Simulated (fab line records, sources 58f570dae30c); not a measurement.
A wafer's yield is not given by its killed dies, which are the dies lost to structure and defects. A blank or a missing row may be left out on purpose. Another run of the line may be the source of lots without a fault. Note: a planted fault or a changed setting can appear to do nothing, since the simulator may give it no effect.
Struck lot and sound lot, side by side + flow berkeley cmos170 + 19 out of 331 route steps
Sound: these wafers, L918.1, L918.5, L918.6. The struck wafers were L919.3, L919.5, L919.6. Last of all comes the cause.
Each step with rows lists, per side, the tool, then ch with its chambers, then its first start. Under that, the readings that differ: sound wafers + struck wafers + difference of the means + sigmas: that difference in standard deviations of wafers without a fault.
alike: a reading whose means differ by less than 2 such deviations, as well as words and numbers matching on both sides. not compared: withheld readings; readings where some wafer has no value; bounds like >300 that might hide an equal value; numbers whose values overlap and for which the record gives no deviation.
The two part at a step that has a row with sigmas, a row that says differs or no value, or rows on one side only. Numbers that don't overlap but have no deviation are shown without sigmas and don't part them. A reading missing from all wafers of one side parts the sides only when that side holds two or more wafers.

first, 1 step without rows for these wafers: UCB170_ZERO_DEVELOP_05 (develop time 45 s).
UCB170_ZERO_ETCH_06: etches SiO2 in CHF3/CF4/Ar, time 12 s.
  sound on rie diel-03 ch 0,3, day 2 17:42; struck on rie diel-04 ch 0,1,3, day 2 23:20
  alike: drypump motor current A, oes product au, throttle valve pct
  not compared: rf hours counter h
UCB170_ZERO_STRIP_07: strips in O2.
  sound on plasma asher-01 ch 0,1, day 2 17:43; struck on plasma asher-01 ch 0,1, day 2 23:23
  alike: drypump motor current A, oes product au, strip time to endpoint s
  not compared: rf hours counter h
then, 2 steps without rows for these wafers: UCB170_NWELL_WET_ETCH_00 (etches SiO2 in dHF, time 200 s); UCB170_NWELL_OXIDATION_01 (target thk 26.4 nm, ox time 1260 s).
UCB170_NWELL_THK_MEAS_02:
  struck on film metro-04, day 3 05:35; sound on film metro-02, day 3 00:37
  alike: NWELL_OXIDE_THK
then, 2 steps without rows for these wafers: UCB170_NWELL_ANNEAL_03 (time 900 s); UCB170_NWELL_CVD_04 (deposits Si3N4 from SiH2Cl2/NH3, target thk 224 nm, time 3360 s).
UCB170_NWELL_THK_MEAS_05:
  struck on film metro-04, day 3 13:01; sound on film metro-04, day 3 06:58
  alike: NWELL_NITRIDE_THK
then, 3 steps without rows for these wafers: UCB170_NWELL_HMDS_06 (prime time 60 s); UCB170_NWELL_COAT_07 (resist thk 900 nm); UCB170_NWELL_SOFTBAKE_08 (time 60 s).
UCB170_NWELL_EXPOSE_09: exposes mask NWELL, target cd 3000 nm.
  sound on krf scanner-01 ch 0, day 3 07:30; struck on krf scanner-02 ch 0, day 3 13:48
| reading | sound                   | struck                           | difference | sigmas |
|---------|-------------------------|----------------------------------|------------|--------|
| mask    | NWELL#0 NWELL#0 NWELL#0 | NWELL_R1#0 NWELL_R1#0 NWELL_R1#0 | differs    |        |
then, 2 steps without rows for these wafers: UCB170_NWELL_PEB_10; UCB170_NWELL_DEVELOP_11 (develop time 45 s).
UCB170_NWELL_OVL_MEAS_12:
  struck on overlay-01, day 3 14:39; sound on overlay-01, day 3 08:03
  alike: NWELL_OVL
UCB170_NWELL_ETCH_13: etches Si3N4 in CH3F/Ar/O2, stops on SiO2, target depth 246.4 nm, time 154 s.
  sound on rie diel-04 ch 0,3, day 3 08:05; struck on rie diel-01 ch 0,1, day 3 14:40
| reading                | sound          | struck         | difference | sigmas |
|------------------------|----------------|----------------|------------|--------|
| model.NWELL.cd nm (nm) | 3001 3000 3000 | 2638 2639 2639 | -362       |        |
  alike: drypump motor current A, oes product au, throttle valve pct
  not compared: rf hours counter h
after that, 1 step had no rows for these wafers: UCB170_NWELL_IMPLANT_14.
UCB170_M3_PROBE_99:
  the record has rows for the sound wafers here (prober-02, day 10 00:58) and none for the struck ones

== WHERE THEY PART ==
At UCB170_NWELL_EXPOSE_09 first; at UCB170_M3_PROBE_99 last (within this record only).

WHY: what the simulator had put in
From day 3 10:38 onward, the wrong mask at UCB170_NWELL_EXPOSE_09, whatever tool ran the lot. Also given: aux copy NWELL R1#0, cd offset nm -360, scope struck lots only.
